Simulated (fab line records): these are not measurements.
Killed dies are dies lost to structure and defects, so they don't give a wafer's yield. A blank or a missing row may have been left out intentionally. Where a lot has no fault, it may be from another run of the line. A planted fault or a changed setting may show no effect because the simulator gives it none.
Code-filled problem report in 8D (eight disciplines) form + flow rit-cmos + the parts of the form that need people (team, actions taken, sign-off) are left out

## 1. WHAT IS WRONG
Wafers without a fault read 62.54 W, standard deviation 0.05; heater-power-total-W at RIT_NSD_HARDBAKE_07 reads a mean of 59.99 W on 9 wafers belonging to 3 lots. That is -51 standard deviations from the usual mean.
The step: time 60 s.
Earliest sighting: wafer L487.4 on litho-track-03 at day 5 16:37. Wafers with a number at this step in the record: 21, from 7 lots. Rule for "out" (also "out of limits"): further than 4 standard deviations from the usual mean. Any other wafer with a number is counted as sound.

## 2. WHAT IT IS AND WHAT IT IS NOT
| question                    | is                                 | is not                                                                   |
|-----------------------------|------------------------------------|--------------------------------------------------------------------------|
| which readings at this step | heater-power-total-W, plate-temp-C | -                                                                        |
| which lots                  | L487, L489, L490                   | L480, L483, L496, L498                                                   |
| which wafers of those lots  | all that have a number             | -                                                                        |
| read on which tools         | litho-track-03                     | litho-track-01, litho-track-04                                           |
| when                        | from day 5 16:37                   | up to then (6 sound wafers); but 6 sound wafers of L496, L498 came after |

## 3. WHAT RULES OUT EACH SUSPECT
Counting: a tool at any process step up to the reading remains a suspect when it ran all the lots that are out and ran no sound lot after the first of those.
- litho-track-03 at RIT_NSD_HARDBAKE_07 (time 60 s): kept. All lots that are out passed through it, beginning with L487 at day 5 16:37, and no sound lot followed; its final sound lot before that point was L480 at day 4 07:04. On those wafers its own readings are out: heater-power-total-W, plate-temp-C.
Left after counting: litho-track-03 at RIT_NSD_HARDBAKE_07.

## 4. THE CAUSE (what the simulator had put in)
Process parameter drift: litho-track-03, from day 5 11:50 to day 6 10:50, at RIT_NSD_HARDBAKE_07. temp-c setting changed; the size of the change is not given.
This tool alone remained once counting was done.

## 5. THE EFFECT CHAIN, in route order
One row per reading whose mean, taken over the struck wafers that have a number, lies over 3 standard deviations from the usual. Scope: only readings with a usual standard deviation given in the record; hours: median across lots of the time from each lot's start at the first step in this table that gives one to its start at this step; sigmas: change in usual standard deviations.
| hours | step                | reading              | usual    | on struck wafers | change | sigmas |
|-------|---------------------|----------------------|----------|------------------|--------|--------|
| 0     | RIT_NSD_HARDBAKE_07 | heater-power-total-W | 62.54 W  | 59.99            | -2.55  | -51    |
| 0     | RIT_NSD_HARDBAKE_07 | plate-temp-C         | 140.00 C | 135.57           | -4.43  | -30    |
Its process steps:
- RIT_NSD_HARDBAKE_07: time 60 s.

## 6. WHAT WOULD HAVE CAUGHT IT SOONER
The fault began at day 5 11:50; the first out-of-limits reading in this record came at day 5 16:37, 5 hours later.
